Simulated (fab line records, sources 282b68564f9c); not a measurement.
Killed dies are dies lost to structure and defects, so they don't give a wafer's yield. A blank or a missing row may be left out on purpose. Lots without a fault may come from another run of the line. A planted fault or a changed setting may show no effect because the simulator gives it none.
A struck lot beside a sound one | flow rit_cmos | 35 steps out of a route of 202
Sound: wafers L384.1, L384.2, L384.5. Struck: wafers L400.1, L400.4, L400.6. The cause comes at the end.
At each step with rows: each side's tool, then ch and its chambers, then its first start. Under that, the readings that differ: sound wafers | struck wafers | difference of the means | sigmas: that difference in standard deviations of wafers without a fault.
alike: readings whose means differ by less than 2 such deviations, and words and numbers that are the same on both sides. not compared: withheld readings, readings that some wafer has no value for, bounds like >300 that may hide the same value, and numbers for which the record gives no deviation and whose values overlap.
The two part at a step that has a row with sigmas, a row that says differs or no value, or rows on one side only. Numbers that don't overlap but have no deviation are shown without sigmas and don't part them. A reading that every wafer of one side lacks parts them only if that side has two wafers or more.

first, 4 steps without rows for these wafers: RIT_ACTIVE_CLEAN_15 (cleans in SC1, time 600 s); RIT_ACTIVE_CLEAN_16 (cleans in dHF, time 30 s); RIT_ACTIVE_CLEAN_17 (cleans in SC2, time 600 s); RIT_FOX1_OXIDATION_00 (target thk 350.7 nm, ox time 1130 s).
RIT_FOX1_THK_MEAS_01:
  sound on film_metro-03, day 3 00:32; struck on film_metro-04, day 6 15:55
  alike: FOX1_OXIDE_THK
then, 2 steps without rows for these wafers: RIT_FOX1_WET_ETCH_02 (etches SiO2 in BOE, target depth 350 nm, time 390 s); RIT_FOX2_OXIDATION_00 (target thk 350.7 nm, ox time 1130 s).
RIT_FOX2_THK_MEAS_01:
  sound on film_metro-01, day 3 02:01; struck on film_metro-03, day 6 18:47
  alike: FOX2_OXIDE_THK
then, 2 steps without rows for these wafers: RIT_FOX2_CLEAN_02 (cleans in dHF, time 180 s); RIT_FOX2_WET_ETCH_03 (etches Si3N4 in H3PO4, target depth 195 nm, time 2700 s).
RIT_FOX2_THK_MEAS_90:
  sound on film_metro-03, day 3 02:54; struck on film_metro-01, day 6 19:40
  alike: FIELD_OXIDE_LEFT_1_THK
then, 1 step without rows for these wafers: RIT_NWELL_HMDS_00 (prime time 60 s).
RIT_NWELL_COAT_01: resist thk 1300 nm.
  sound on litho_track-01 ch 0, day 3 03:11; struck on litho_track-04 ch 0, day 6 19:52
  reading                                    | sound          | struck          | difference | sigmas
  model.NOVOLAK_of_NWELL_COAT_01.thk_nm (nm) | 1325 1319 1318 | 263.9 263.5 264 | -1056.9    |
  alike: dispense_pressure_kPa
then, 4 steps without rows for these wafers: RIT_NWELL_SOFTBAKE_02 (time 60 s); RIT_NWELL_EXPOSE_03 (exposes mask M2, target cd 43900 nm); RIT_NWELL_PEB_04; RIT_NWELL_DEVELOP_05 (develop time 68 s).
RIT_NWELL_OVL_MEAS_06:
  sound on overlay-02, day 3 04:03; struck on overlay-02, day 6 20:36
  alike: NWELL_OVL
RIT_NWELL_HARDBAKE_07: time 120 s.
  sound on litho_track-01 ch 0, day 3 04:05; struck on litho_track-01 ch 0, day 6 20:38
  reading                                    | sound          | struck            | difference | sigmas
  model.NOVOLAK_of_NWELL_COAT_01.thk_nm (nm) | 1158 1153 1152 | 237.8 237.3 237.8 | -916.7     |
then, 1 step without rows for these wafers: RIT_NWELL_IMPLANT_08.
RIT_NWELL_STRIP_09: strips in O2, time 180 s.
  sound on plasma_asher-04 ch 0,1, day 3 04:29; struck on plasma_asher-03 ch 1, day 6 21:02
  alike: drypump_motor_current_A
  not compared: rf_hours_counter_h
RIT_NWELL_TW_MEAS_10:
  sound on film_metro-01, day 3 04:40; struck on film_metro-04, day 6 21:13
  reading  | sound          | struck         | difference | sigmas
  NWELL_TW | 2141 2126 2148 | 2176 2178 2194 | +44        | +2
then, 6 steps without rows for these wafers: RIT_PWELL_HMDS_00 (prime time 60 s); RIT_PWELL_COAT_01 (resist thk 1300 nm); RIT_PWELL_SOFTBAKE_02 (time 60 s); RIT_PWELL_EXPOSE_03 (exposes mask M3, target cd 43700 nm); RIT_PWELL_PEB_04; RIT_PWELL_DEVELOP_05 (develop time 68 s).
RIT_PWELL_OVL_MEAS_06:
  sound on overlay-01, day 3 05:43; struck on overlay-02, day 6 22:12
  alike: PWELL_OVL
then, 2 steps without rows for these wafers: RIT_PWELL_HARDBAKE_07 (time 120 s); RIT_PWELL_IMPLANT_08.
RIT_PWELL_STRIP_09: strips in O2, time 180 s.
  sound on plasma_asher-02 ch 0,1, day 3 06:10; struck on plasma_asher-03 ch 0, day 6 22:38
  alike: drypump_motor_current_A
  not compared: rf_hours_counter_h
RIT_PWELL_TW_MEAS_10:
  sound on film_metro-02, day 3 06:20; struck on film_metro-01, day 6 22:49
  reading  | sound       | struck         | difference | sigmas
  PWELL_TW | 968 964 968 | 2007 2011 2000 | +1039      | +99 or more
then, 1 step without rows for these wafers: RIT_WELLDRIVE_ANNEAL_00 (time 14700 s).
RIT_M1_PROBE_99:
  the record has rows for the sound wafers here (prober-01, day 4 23:07) and none for the struck ones

WHERE THEY PART
First at RIT_NWELL_TW_MEAS_10; last, within this record, at RIT_M1_PROBE_99.

WHY: what the simulator had put in
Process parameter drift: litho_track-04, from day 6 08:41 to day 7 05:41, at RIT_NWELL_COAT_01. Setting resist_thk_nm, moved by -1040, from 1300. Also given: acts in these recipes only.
